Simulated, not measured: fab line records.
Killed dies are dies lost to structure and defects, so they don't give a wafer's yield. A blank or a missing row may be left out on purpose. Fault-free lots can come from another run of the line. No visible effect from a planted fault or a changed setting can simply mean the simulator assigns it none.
Which of the tools did it? || flow rit-cmos || 14 lots with 42 wafers sampled at 3 steps, on a route of 202 steps

WHAT THE GAUGES SHOWED, per wafer
RIT_PWELL_TW_MEAS_10.
{"lot": "L387", "measured": "day 2 00:26", "on": "film-metro-04", "PWELL_TW": "934 940 936"}
{"lot": "L388", "measured": "day 2 05:27", "on": "film-metro-04", "PWELL_TW": "937 937 944"}
{"lot": "L390", "measured": "day 2 15:08", "on": "film-metro-04", "PWELL_TW": "943 945 941"}
{"lot": "L391", "measured": "day 2 20:25", "on": "film-metro-01", "PWELL_TW": "942 946 945"}
{"lot": "L392", "measured": "day 3 02:01", "on": "film-metro-04", "PWELL_TW": "941 937 939"}
{"lot": "L398", "measured": "day 4 09:19", "on": "film-metro-02", "PWELL_TW": "932 929 932"}
{"lot": "L399", "measured": "day 4 13:59", "on": "film-metro-04", "PWELL_TW": "928 929 934"}
{"lot": "L402", "measured": "day 5 04:25", "on": "film-metro-02", "PWELL_TW": "946 948 943"}
{"lot": "L403", "measured": "day 5 09:13", "on": "film-metro-01", "PWELL_TW": "943 944 947"}
{"lot": "L404", "measured": "day 5 13:11", "on": "film-metro-01", "PWELL_TW": "946 944 942"}
{"lot": "L405", "measured": "day 5 19:04", "on": "film-metro-01", "PWELL_TW": "955 948 952"}
{"lot": "L406", "measured": "day 5 23:11", "on": "film-metro-02", "PWELL_TW": "948 951 947"}
{"lot": "L408", "measured": "day 6 09:40", "on": "film-metro-04", "PWELL_TW": "935 939 937"}
{"lot": "L410", "measured": "day 6 18:46", "on": "film-metro-02", "PWELL_TW": "949 952 950"}

RIT_WELLDRIVE_RS_MEAS_02: measures by four-point-probe.
{"lot": "L387", "measured": "day 2 05:44", "on": "film-metro-02", "PWELL_RS (ohm/sq)": "430.4 429.2 430.8"}
{"lot": "L388", "measured": "day 2 11:04", "on": "film-metro-02", "PWELL_RS (ohm/sq)": "431.4 430.9 430.4"}
{"lot": "L390", "measured": "day 2 21:22", "on": "film-metro-01", "PWELL_RS (ohm/sq)": "427.0 429.3 428.5"}
{"lot": "L391", "measured": "day 3 02:25", "on": "film-metro-02", "PWELL_RS (ohm/sq)": "430.9 430.6 431.2"}
{"lot": "L392", "measured": "day 3 07:47", "on": "film-metro-04", "PWELL_RS (ohm/sq)": "428.7 427.2 428.1"}
{"lot": "L398", "measured": "day 4 15:48", "on": "film-metro-04", "PWELL_RS (ohm/sq)": "438.9 438.9 439.5"}
{"lot": "L399", "measured": "day 4 20:10", "on": "film-metro-04", "PWELL_RS (ohm/sq)": "437.2 435.8 435.9"}
{"lot": "L402", "measured": "day 5 10:22", "on": "film-metro-02", "PWELL_RS (ohm/sq)": "429.8 429.6 430.1"}
{"lot": "L403", "measured": "day 5 15:17", "on": "film-metro-01", "PWELL_RS (ohm/sq)": "428.5 431.4 428.6"}
{"lot": "L404", "measured": "day 5 18:28", "on": "film-metro-01", "PWELL_RS (ohm/sq)": "431.9 430.3 429.7"}
{"lot": "L405", "measured": "day 6 00:21", "on": "film-metro-04", "PWELL_RS (ohm/sq)": "428.5 429.2 428.3"}
{"lot": "L406", "measured": "day 6 04:44", "on": "film-metro-04", "PWELL_RS (ohm/sq)": "429.0 430.2 430.2"}
{"lot": "L408", "measured": "day 6 14:56", "on": "film-metro-04", "PWELL_RS (ohm/sq)": "431.5 430.4 429.7"}
{"lot": "L410", "measured": "day 7 01:05", "on": "film-metro-04", "PWELL_RS (ohm/sq)": "429.0 428.3 426.7"}

EACH LOT AND THE TOOL THAT RAN IT (in order: tool; ch and the chambers of the sampled wafers; start)
{"lot": "L387", "RIT_PWELL_IMPLANT_08": "implanter-04 ch 0, day 2 00:10"}
{"lot": "L388", "RIT_PWELL_IMPLANT_08": "implanter-01 ch 0, day 2 05:10"}
{"lot": "L390", "RIT_PWELL_IMPLANT_08": "implanter-01 ch 0, day 2 14:49"}
{"lot": "L391", "RIT_PWELL_IMPLANT_08": "implanter-03 ch 0, day 2 20:06"}
{"lot": "L392", "RIT_PWELL_IMPLANT_08": "implanter-03 ch 0, day 3 01:41"}
{"lot": "L398", "RIT_PWELL_IMPLANT_08": "implanter-03 ch 0, day 4 08:59"}
{"lot": "L399", "RIT_PWELL_IMPLANT_08": "implanter-03 ch 0, day 4 13:41"}
{"lot": "L402", "RIT_PWELL_IMPLANT_08": "implanter-01 ch 0, day 5 04:05"}
{"lot": "L403", "RIT_PWELL_IMPLANT_08": "implanter-04 ch 0, day 5 08:55"}
{"lot": "L404", "RIT_PWELL_IMPLANT_08": "implanter-01 ch 0, day 5 12:53"}
{"lot": "L405", "RIT_PWELL_IMPLANT_08": "implanter-01 ch 0, day 5 18:46"}
{"lot": "L406", "RIT_PWELL_IMPLANT_08": "implanter-04 ch 0, day 5 22:52"}
{"lot": "L408", "RIT_PWELL_IMPLANT_08": "implanter-01 ch 0, day 6 09:22"}
{"lot": "L410", "RIT_PWELL_IMPLANT_08": "implanter-03 ch 0, day 6 18:27"}
- RIT_PWELL_IMPLANT_08

AS READ BY THE TOOLS THEMSELVES (means over the sampled wafers that have a number; for cases with no such wafer, the mark the record gives instead)
RIT_PWELL_IMPLANT_08.
{"lot": "L387", "tool": "implanter-04", "beam-energy-keV": 169.95, "beam-on-s (s)": 10.06, "tilt-deg (degrees)": 7.010}
{"lot": "L388", "tool": "implanter-01", "beam-energy-keV": 170.02, "beam-on-s (s)": 10.15, "tilt-deg (degrees)": 7.005}
{"lot": "L390", "tool": "implanter-01", "beam-energy-keV": 169.96, "beam-on-s (s)": 9.69, "tilt-deg (degrees)": 7.003}
{"lot": "L391", "tool": "implanter-03", "beam-energy-keV": 170.01, "beam-on-s (s)": 9.95, "tilt-deg (degrees)": 6.982}
{"lot": "L392", "tool": "implanter-03", "beam-energy-keV": 170.11, "beam-on-s (s)": 9.96, "tilt-deg (degrees)": 7.001}
{"lot": "L398", "tool": "implanter-03", "beam-energy-keV": 138.66, "beam-on-s (s)": 9.83, "tilt-deg (degrees)": 7.021}
{"lot": "L399", "tool": "implanter-03", "beam-energy-keV": 138.66, "beam-on-s (s)": 9.86, "tilt-deg (degrees)": 6.997}
{"lot": "L402", "tool": "implanter-01", "beam-energy-keV": 170.00, "beam-on-s (s)": 10.12, "tilt-deg (degrees)": 6.991}
{"lot": "L403", "tool": "implanter-04", "beam-energy-keV": 170.00, "beam-on-s (s)": 9.97, "tilt-deg (degrees)": 7.000}
{"lot": "L404", "tool": "implanter-01", "beam-energy-keV": 170.00, "beam-on-s (s)": 10.00, "tilt-deg (degrees)": 7.016}
{"lot": "L405", "tool": "implanter-01", "beam-energy-keV": 169.99, "beam-on-s (s)": 9.82, "tilt-deg (degrees)": 7.015}
{"lot": "L406", "tool": "implanter-04", "beam-energy-keV": 169.95, "beam-on-s (s)": 9.87, "tilt-deg (degrees)": 6.998}
{"lot": "L408", "tool": "implanter-01", "beam-energy-keV": 170.01, "beam-on-s (s)": 9.86, "tilt-deg (degrees)": 6.997}
{"lot": "L410", "tool": "implanter-03", "beam-energy-keV": 170.03, "beam-on-s (s)": 10.03, "tilt-deg (degrees)": 7.034}

THE ANSWER, worked out from the rows above alone
Rule: what is usual is taken from the lots themselves. Put in order of their means at a reading, lots are off if they are a third of the lots or fewer, leave a main group of 4 or more, and stand apart from it by a gap of 3 or more times the standard deviation of the main group's means; of several such gaps the widest counts. The tables above print the reading to a certain number of digits; a main group whose means all agree to those digits is not used. A lot without any number at a reading at which 4 lots or more have one is off too. Any other lot the step has rows for is counted as sound. Order of review: gauges by route order, followed by the tools' own readings, for which a lot's mean as printed above is used. The first step at which some lot is off is used, and at that step the reading that is off furthest; a lot without a number counts as furthest.
Off: L398, L399, at RIT_WELLDRIVE_RS_MEAS_02 (PWELL_RS). Mean 429.6 ohm/sq and standard deviation 1.1 in the main group.
If a tool, at a process step before that reading, ran all the lots that are off and no sound lot after the first of them, it fits. Not tried: the gauges at RIT_WELLDRIVE_RS_MEAS_02; whatever is off there is also off at RIT_PWELL_IMPLANT_08, on other tools, and gauge error can't account for it. Of those tried, none fits.

WHAT THE SIMULATOR PUT IN
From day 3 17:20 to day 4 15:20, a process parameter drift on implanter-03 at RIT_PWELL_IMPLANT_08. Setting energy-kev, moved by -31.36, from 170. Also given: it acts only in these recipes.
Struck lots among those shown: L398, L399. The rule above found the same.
